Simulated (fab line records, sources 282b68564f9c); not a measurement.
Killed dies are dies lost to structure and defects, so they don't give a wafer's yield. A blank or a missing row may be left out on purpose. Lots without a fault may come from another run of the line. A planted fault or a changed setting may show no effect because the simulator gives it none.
A struck lot beside a sound one | flow rit_cmos | 17 steps out of a route of 202
Sound: wafers L668.1, L668.2, L668.6. Struck: wafers L676.1, L676.2, L676.5. The cause comes at the end.
At each step with rows: each side's tool, then ch and its chambers, then its first start. Under that, the readings that differ: sound wafers | struck wafers | difference of the means | sigmas: that difference in standard deviations of wafers without a fault.
alike: readings whose means differ by less than 2 such deviations, and words and numbers that are the same on both sides. not compared: withheld readings, readings that some wafer has no value for, bounds like >300 that may hide the same value, and numbers for which the record gives no deviation and whose values overlap.
The two part at a step that has a row with sigmas, a row that says differs or no value, or rows on one side only. Numbers that don't overlap but have no deviation are shown without sigmas and don't part them. A reading that every wafer of one side lacks parts them only if that side has two wafers or more.

first, 1 step without rows for these wafers: RIT_PSD_IMPLANT_08.
RIT_PSD_STRIP_09: strips in O2, time 180 s.
  sound on plasma_asher-03 ch 0,1, day 4 15:24; struck on plasma_asher-03 ch 0,1, day 6 04:25
  reading             | sound          | struck         | difference | sigmas
  o2_flow_sccm (sccm) | 3983 3998 3988 | 4008 4024 4011 | +25        | +2
  alike: drypump_motor_current_A
  not compared: rf_hours_counter_h
RIT_PSD_TW_MEAS_10:
  sound on film_metro-01, day 4 15:35; struck on film_metro-02, day 6 04:35
  alike: PSD_TW
then, 3 steps without rows for these wafers: RIT_SDANNEAL_CLEAN_00 (cleans in SC1, time 600 s); RIT_SDANNEAL_CLEAN_01 (cleans in dHF, time 30 s); RIT_SDANNEAL_CLEAN_02 (cleans in SC2, time 600 s).
RIT_SDANNEAL_RTA_03: time 5 s.
  sound on rtp_anneal-01 ch 0, day 4 16:02; struck on rtp_anneal-01 ch 0, day 6 05:02
  alike: ramp_up_c_per_s, wafer_temp_C_max
RIT_SDANNEAL_RS_MEAS_04: measures by four-point-probe.
  sound on film_metro-02, day 4 16:05; struck on film_metro-02, day 6 05:06
  alike: PSD_RS
RIT_SDANNEAL_RS_MEAS_05: measures by four-point-probe.
  sound on film_metro-02, day 4 16:13; struck on film_metro-02, day 6 05:13
  alike: NSD_RS
RIT_SDANNEAL_RS_MEAS_06: measures by four-point-probe.
  sound on film_metro-02, day 4 16:20; struck on film_metro-02, day 6 05:20
  reading          | sound             | struck            | difference | sigmas
  PLDD_RS (ohm/sq) | 179.2 179.7 179.0 | 178.2 178.2 178.2 | -1.1       | -2
RIT_SDANNEAL_RS_MEAS_07: measures by four-point-probe.
  sound on film_metro-02, day 4 16:27; struck on film_metro-02, day 6 05:28
  alike: NLDD_RS
then, 1 step without rows for these wafers: RIT_SILICIDE_WET_ETCH_00 (etches SiO2 in BOE, target depth 14 nm, time 15 s).
RIT_SILICIDE_SPUTTER_01: material Ti, target thk 30 nm, time 240 s.
  sound on pvd_sputter-01, day 4 16:35; struck on pvd_sputter-04, day 6 05:36
  alike: cathode_dc_power_W, throttle_valve_pct
RIT_SILICIDE_RS_MEAS_02: measures by four-point-probe.
  sound on film_metro-03, day 4 16:44; struck on film_metro-03, day 6 05:45
  reading                 | sound          | struck         | difference | sigmas
  SILICIDE_TI_RS (ohm/sq) | 48.0 47.4 48.2 | 56.8 56.0 55.9 | +8.4       | +10
RIT_SILICIDE_THK_MEAS_03: measures by xrf.
  sound on film_metro-03, day 4 16:51; struck on film_metro-03, day 6 05:52
  reading              | sound          | struck         | difference | sigmas
  SILICIDE_TI_THK (nm) | 30.1 30.4 30.1 | 26.8 27.2 27.2 | -3.1       | -7
RIT_SILICIDE_RTA_04: time 10 s, ramp up 5 s, ramp down 5 s.
  sound on rtp_anneal-02 ch 0, day 4 16:55; struck on rtp_anneal-02 ch 0, day 6 05:56
  alike: wafer_temp_C_max
RIT_M1_PROBE_99:
  sound on prober-01, day 4 23:56; struck on prober-01, day 6 12:38
  reading                             | sound             | struck            | difference | sigmas
  model.etest.pmos_0p15.r_on_ohm_um   | 2732 2729 2683    | 2299 2366 2361    | -373       |
  model.etest.pmos_turned.r_on_ohm_um | 3370 3410 3332    | 2954 2988 2998    | -391       |
  model.etest.nmos_0p15.r_on_ohm_um   | 1095 1084 1077    | 1009 1074 1023    | -50        |
  model.etest.nmos_0p15.drive_ua_um   | 465.5 466.9 473.4 | 545.2 530.4 530.4 | +66.7      |
  model.etest.pmos_0p15.drive_ua_um   | 256.6 252 261     | 313.7 305.6 305.9 | +51.9      |
  model.etest.nmos_turned.drive_ua_um | 337.4 331.5 335.7 | 354.7 354.7 348.2 | +17.7      |
  model.etest.npoly_line.line_ohm_um  | 167.7 165.8 171.8 | 202.1 195.4 199.5 | +30.6      |
  model.etest.ppoly_line.line_ohm_um  | 160.5 160.4 163.9 | 196.2 193.8 188.9 | +31.4      |
  alike: killed_at_contacts, killed_at_front_end, killed_dies, killed_open, killed_short

WHERE THEY PART
First at RIT_PSD_STRIP_09; last, within this record, at RIT_SILICIDE_THK_MEAS_03. Later steps at which nothing parts them and some readings are alike: RIT_SILICIDE_RTA_04, RIT_M1_PROBE_99.

WHY: what the simulator had put in
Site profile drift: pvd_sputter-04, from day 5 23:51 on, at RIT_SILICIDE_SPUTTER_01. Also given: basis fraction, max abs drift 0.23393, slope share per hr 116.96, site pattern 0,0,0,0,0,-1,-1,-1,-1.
